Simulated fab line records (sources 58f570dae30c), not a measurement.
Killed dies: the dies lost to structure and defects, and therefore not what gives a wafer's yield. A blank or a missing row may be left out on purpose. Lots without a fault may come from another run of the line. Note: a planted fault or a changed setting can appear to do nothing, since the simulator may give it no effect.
Which tool did it? || flow berkeleyCmos170 || 7 lots with 21 wafers sampled at 2 steps, on a route of 331 steps

## WHAT EACH GAUGE READ, for each wafer
UCB170_GATE_THK_MEAS_05.
{"lot": "L110", "measured": "day 6 13:31", "on": "filmMetro-03", "GATE_POLY_THK (nm)": "214.1 217.2 214.8"}
{"lot": "L112", "measured": "day 6 16:20", "on": "filmMetro-01", "GATE_POLY_THK (nm)": "212.9 215.8 214.6"}
{"lot": "L114", "measured": "day 7 01:13", "on": "filmMetro-02", "GATE_POLY_THK (nm)": "211.9 210.0 214.3"}
{"lot": "L116", "measured": "day 7 16:59", "on": "filmMetro-02", "GATE_POLY_THK (nm)": "217.7 217.2 216.4"}
{"lot": "L118", "measured": "day 8 01:10", "on": "filmMetro-02", "GATE_POLY_THK (nm)": "224.7 223.5 224.1"}
{"lot": "L128", "measured": "day 10 09:06", "on": "filmMetro-01", "GATE_POLY_THK (nm)": "216.4 215.1 216.1"}
{"lot": "L130", "measured": "day 10 14:05", "on": "filmMetro-02", "GATE_POLY_THK (nm)": "216.4 216.4 217.1"}

## EACH LOT AND THE TOOL THAT RAN IT (in order: tool; ch and the chambers of the sampled wafers; start)
{"lot": "L110", "UCB170_GATE_CVD_04": "lpcvd-01 ch 1, day 6 12:05"}
{"lot": "L112", "UCB170_GATE_CVD_04": "lpcvd-01 ch 1, day 6 14:55"}
{"lot": "L114", "UCB170_GATE_CVD_04": "lpcvd-02 ch 1, day 6 23:49"}
{"lot": "L116", "UCB170_GATE_CVD_04": "lpcvd-02 ch 1, day 7 15:35"}
{"lot": "L118", "UCB170_GATE_CVD_04": "lpcvd-02 ch 1, day 7 23:45"}
{"lot": "L128", "UCB170_GATE_CVD_04": "lpcvd-01 ch 1, day 10 07:41"}
{"lot": "L130", "UCB170_GATE_CVD_04": "lpcvd-01 ch 1, day 10 12:41"}
- UCB170_GATE_CVD_04: deposits poly-Si from SiH4, time 1440 s, target thk 214 nm.

## THE ANSWER, worked out from the rows above alone
Rule: the lots themselves supply what counts as usual. The widest of any qualifying gaps counts: lots, ordered by their means at a reading, are off when they make up no more than a third of the lots, leave a main group of 4 or more, and stand apart from it by 3 or more times the standard deviation of that group's means. A main group whose means are all the same, to the digits that the tables above print for the reading, isn't used. Also off: a lot with no number at a reading for which 4 or more lots have one. All remaining lots with rows at the step are treated as sound.
Off: at UCB170_GATE_THK_MEAS_05 (GATE_POLY_THK), L118. For the main group the mean is 215.2 nm and the standard deviation 1.7.
If a tool, at a process step before that reading, ran all the lots that are off and no sound lot after the first of them, it fits. Those tools and the gauges at UCB170_GATE_THK_MEAS_05 are tried in the same way. One fits: UCB170_GATE_CVD_04 on lpcvd-02. A fault onset in the window from L116 (day 7 15:35, its last sound lot) to L118 (day 7 23:45, its first lot off) fits.

## WHAT WAS PUT IN BY THE SIMULATOR
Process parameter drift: lpcvd-02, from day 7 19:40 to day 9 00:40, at UCB170_GATE_CVD_04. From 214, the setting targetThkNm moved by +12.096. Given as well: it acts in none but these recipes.
Struck lots among those shown: L118. The rule above reached the same finding.
